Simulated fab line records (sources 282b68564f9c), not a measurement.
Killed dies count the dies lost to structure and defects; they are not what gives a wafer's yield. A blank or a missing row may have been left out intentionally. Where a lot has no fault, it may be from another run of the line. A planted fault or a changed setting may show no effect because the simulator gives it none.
Lot-split experiment    flow ritCmos    23 wafers read from 5 lots, route of 202 steps

== SPLIT DETAILS ==
At RIT_SILICIDE_SPUTTER_01 (material Ti, target thk 30 nm, time 240 s), the setting powerW was moved away from the recipe's 350 W on 9 of the 23 wafers read, by -11.5% to +6.0%. The other wafers ran this setting at the recipe's value.

== THE PATH FROM SPLIT TO READING: the file shows 1 step between them ==
- RIT_SILICIDE_RS_MEAS_02: measures by four-point-probe

== THE READING ==
SILICIDE_TI_THK, in nm, at RIT_SILICIDE_THK_MEAS_03 (measures by xrf). On this fab line, fault-free wafers typically give 30.1 nm with a standard deviation of 0.32 nm.

wafer   tool, chamber at the split  powerW as run, W  against the recipe  SILICIDE_TI_THK, nm  against lot-mates on the recipe
L074.1  pvdSputter-03, -            371.1             +6.0%               31.9                 +2.1
L074.2  pvdSputter-03, -            371.1             +6.0%               31.7                 +1.9
L074.3  pvdSputter-03, -            371.1             +6.0%               31.5                 +1.8
L074.5  pvdSputter-03, -            350               recipe              29.6                 -
L074.6  pvdSputter-03, -            350               recipe              29.9                 -
L079.1  pvdSputter-02, -            327.3             -6.5%               28.3                 -1.9
L079.2  pvdSputter-02, -            350               recipe              30.3                 -
L079.3  pvdSputter-02, -            327.3             -6.5%               28.3                 -1.9
L079.5  pvdSputter-02, -            350               recipe              30.1                 -
L079.6  pvdSputter-02, -            327.3             -6.5%               28.5                 -1.7
L080.1  pvdSputter-03, -            350               recipe              29.4                 -
L080.2  pvdSputter-03, -            350               recipe              29.8                 -
L080.3  pvdSputter-03, -            350               recipe              29.8                 -
L080.4  pvdSputter-03, -            350               recipe              29.9                 -
L080.5  pvdSputter-03, -            350               recipe              30.0                 -
L084.1  pvdSputter-03, -            350               recipe              30.3                 -
L084.2  pvdSputter-03, -            350               recipe              30.3                 -
L084.3  pvdSputter-03, -            350               recipe              30.4                 -
L085.1  pvdSputter-02, -            309.7             -11.5%              26.9                 -3.1
L085.2  pvdSputter-02, -            309.7             -11.5%              26.4                 -3.6
L085.4  pvdSputter-02, -            350               recipe              29.8                 -
L085.5  pvdSputter-02, -            350               recipe              30.2                 -
L085.6  pvdSputter-02, -            309.7             -11.5%              26.4                 -3.6

FIT RESULTS
A straight line over all 23 wafers: SILICIDE_TI_THK changes by +0.286 nm for each +1% of powerW; r = +0.98; the points scatter about the line by 0.28 nm.
The same after taking each lot's own level away (the mean of its wafers on the recipe; 23 wafers): +0.302 nm for each +1%; r = +0.99; scatter 0.18 nm.
The reading moves by 3.5 nm for the largest change in powerW, on that fit.
The span of the lots' own levels, 29.75 to 30.33 nm, comes to 1.8 times the standard deviation stated above.
The two slopes agree, so the slope changes little with the lot-to-lot level.
Check: for one of the wafers moved furthest among these (-11.5%), held out of the fit, the line's prediction against its lot-mates is -3.53 nm. Against them it came out at -3.1 nm.

== OTHER SPLITS APPLIED TO THESE WAFERS ==
Other splits were also applied to these wafers ahead of the reading. Each is held against what the fit with the lots' levels taken away leaves over:
other split on the same wafers  wafers away from the commonest value  r with SILICIDE_TI_THK (lot level and that fit taken away)
RIT_PSD_IMPLANT_08 energyKev    9                                     -0.12

== THE WHOLE CHAIN: every reading that the file lists as answering this split, in the file's order ==
step                      what it does                               reading                                                                           change (the file's fit)                r (the file's)
RIT_SILICIDE_SPUTTER_01   material Ti, target thk 30 nm, time 240 s  Ti_of_SILICIDE_SPUTTER_01.thkNm (the simulator's own value, which no gauge read)  +0.298 nm for each +1% of the setting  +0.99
RIT_SILICIDE_RS_MEAS_02   measures by four-point-probe               SILICIDE_TI_RS                                                                    -0.657 for each +1% of the setting     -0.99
RIT_SILICIDE_THK_MEAS_03  measures by xrf                            SILICIDE_TI_THK                                                                   +0.3 for each +1% of the setting       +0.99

== FILE'S OWN FIT ==
SILICIDE_TI_THK changes by +0.3 nm for each +1% of powerW, r = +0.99.
